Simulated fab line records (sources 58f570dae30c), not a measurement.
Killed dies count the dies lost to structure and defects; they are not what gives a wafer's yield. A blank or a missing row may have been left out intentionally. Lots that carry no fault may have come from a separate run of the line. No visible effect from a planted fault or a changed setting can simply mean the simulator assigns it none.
8D (eight disciplines) problem report, filled in by code || flow berkeley cmos170 || the parts of the form that need people (team, actions taken, sign-off) are left out

1. PROBLEM STATEMENT
Mean of cd nm at UCB170_M1_CD_MEAS_09: 678.3 nm across 9 wafers in 3 lots; on wafers with no fault it is 699.8 nm (standard deviation 1.6). That puts it -13 standard deviations away from the usual mean.
The step: target cd 700 nm.
Seen first at day 8 16:53 on cd sem-01, wafer L656.1. The record has a number at this step for 45 wafers belonging to 15 lots. The rule behind "out" and "out of limits": a value lying over 4 standard deviations away from the usual mean. Any other wafer with a number is counted as sound.

2. WHAT IT IS; WHAT IT IS NOT
{"question": "which readings at this step", "is": "cd nm", "is not": "-"}
{"question": "which lots", "is": "L656, L658, L662", "is not": "L648, L649, L650, L651, L652, L653, L654, L655, L660, L666, L668, L671"}
{"question": "which wafers of those lots", "is": "all that have a number", "is not": "-"}
{"question": "read on which gauges", "is": "cd sem-01, cd sem-02", "is not": "-"}
{"question": "when", "is": "from day 8 16:53", "is not": "up to then (24 sound wafers); but 12 sound wafers of L660, L666, L668, L671 came after"}

3. SUSPECTS, AND WHAT RULES EACH OUT
Counting: a tool stays on the suspect list if, at a process step up to the reading, it processed all lots that are out and no sound lot following the first of them.
- ruled out: the gauge at UCB170_M1_CD_MEAS_09. The wafers that are out were read on 2 gauges (cd sem-01, cd sem-02).
- litho track-03 at UCB170_M1_COAT_04 (resist thk 900 nm): kept. All lots that are out passed through it, beginning with L656 at day 8 16:00, and no sound lot followed; its final sound lot before that point was L654 at day 8 05:00.
Left after counting: litho track-03 at UCB170_M1_COAT_04.

4. THE CAUSE (what the simulator had put in)
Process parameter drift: litho track-03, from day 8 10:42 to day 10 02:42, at UCB170_M1_COAT_04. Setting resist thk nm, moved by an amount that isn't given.
The count eliminated every tool but this one.

5. THE EFFECT CHAIN, in route order
Each row: a reading where the mean over the struck wafers with a number is more than 3 standard deviations away from the usual. Only readings whose record carries a usual standard deviation are examined. hours: median over the lots of the time between each lot's start at the first step of this table that gives one and its start at this step. sigmas: the change, counted in usual standard deviations.
{"hours": 0, "step": "UCB170_M1_CD_MEAS_09", "reading": "cd nm", "usual": "699.8 nm", "on struck wafers": 678.3, "change": -21.5, "sigmas": -13}
{"hours": 3, "step": "UCB170_M1_STRIP_13", "reading": "oes product au", "usual": "0.720 a.u.", "on struck wafers": 0.351, "change": -0.369, "sigmas": -78}
The process steps in it:
- UCB170_M1_STRIP_13: strips in O2.

6. WHAT WOULD HAVE CAUGHT IT SOONER
The first out-of-limits reading at a measuring or inspecting step in this record came at day 8 16:53, 6 hours after the fault's start at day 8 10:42.
Lots out: 3; of these, L658, L662 started UCB170_M1_COAT_04 on litho track-03 after day 8 16:53. A hold on the tool at that time would have spared those 2.
